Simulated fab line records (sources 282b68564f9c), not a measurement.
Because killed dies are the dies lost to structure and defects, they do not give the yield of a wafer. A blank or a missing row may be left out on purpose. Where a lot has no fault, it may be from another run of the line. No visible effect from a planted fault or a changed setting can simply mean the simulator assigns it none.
What tool caused it? || flow rit cmos || 21 wafers sampled from 7 lots at 1 step of a route of 202

## WHAT THE GAUGES SHOWED, per wafer
RIT_ACTIVE_THK_MEAS_02.
{"lot": "L616", "measured": "day 1 17:04", "on": "film metro-01", "ACTIVE_OXIDE_THK (nm)": "46.9 47.2 47.9"}
{"lot": "L619", "measured": "day 2 09:48", "on": "film metro-01", "ACTIVE_OXIDE_THK (nm)": "46.6 46.9 46.8"}
{"lot": "L621", "measured": "day 2 18:03", "on": "film metro-01", "ACTIVE_OXIDE_THK (nm)": "47.5 47.1 47.2"}
{"lot": "L628", "measured": "day 4 05:04", "on": "film metro-04", "ACTIVE_OXIDE_THK (nm)": "46.2 46.4 46.3"}
{"lot": "L632", "measured": "day 5 01:15", "on": "film metro-04", "ACTIVE_OXIDE_THK (nm)": "47.9 47.7 48.6"}
{"lot": "L635", "measured": "day 5 16:55", "on": "film metro-02", "ACTIVE_OXIDE_THK (nm)": "46.5 46.7 47.1"}
{"lot": "L638", "measured": "day 6 12:20", "on": "film metro-02", "ACTIVE_OXIDE_THK (nm)": "47.4 47.0 46.5"}

## EACH LOT AND THE TOOL THAT RAN IT (in order: tool; ch and the chambers of the sampled wafers; start)
The record holds no process step before these readings.

## THE ANSWER, worked out from the rows above alone
Rule: the usual values come from the lots themselves. Put in order of their means at a reading, lots are off if they are a third of the lots or fewer, leave a main group of 4 or more, and stand apart from it by a gap of 3 or more times the standard deviation of the main group's means; of several such gaps the widest counts. The tables above print the reading to a certain number of digits; a main group whose means all agree to those digits is not used. Also off: a lot with no number at a reading for which 4 or more lots have one. All remaining lots with rows at the step are treated as sound.
No lot is off at any reading shown: from this, nothing can be told.

## WHAT HAD BEEN PUT IN BY THE SIMULATOR
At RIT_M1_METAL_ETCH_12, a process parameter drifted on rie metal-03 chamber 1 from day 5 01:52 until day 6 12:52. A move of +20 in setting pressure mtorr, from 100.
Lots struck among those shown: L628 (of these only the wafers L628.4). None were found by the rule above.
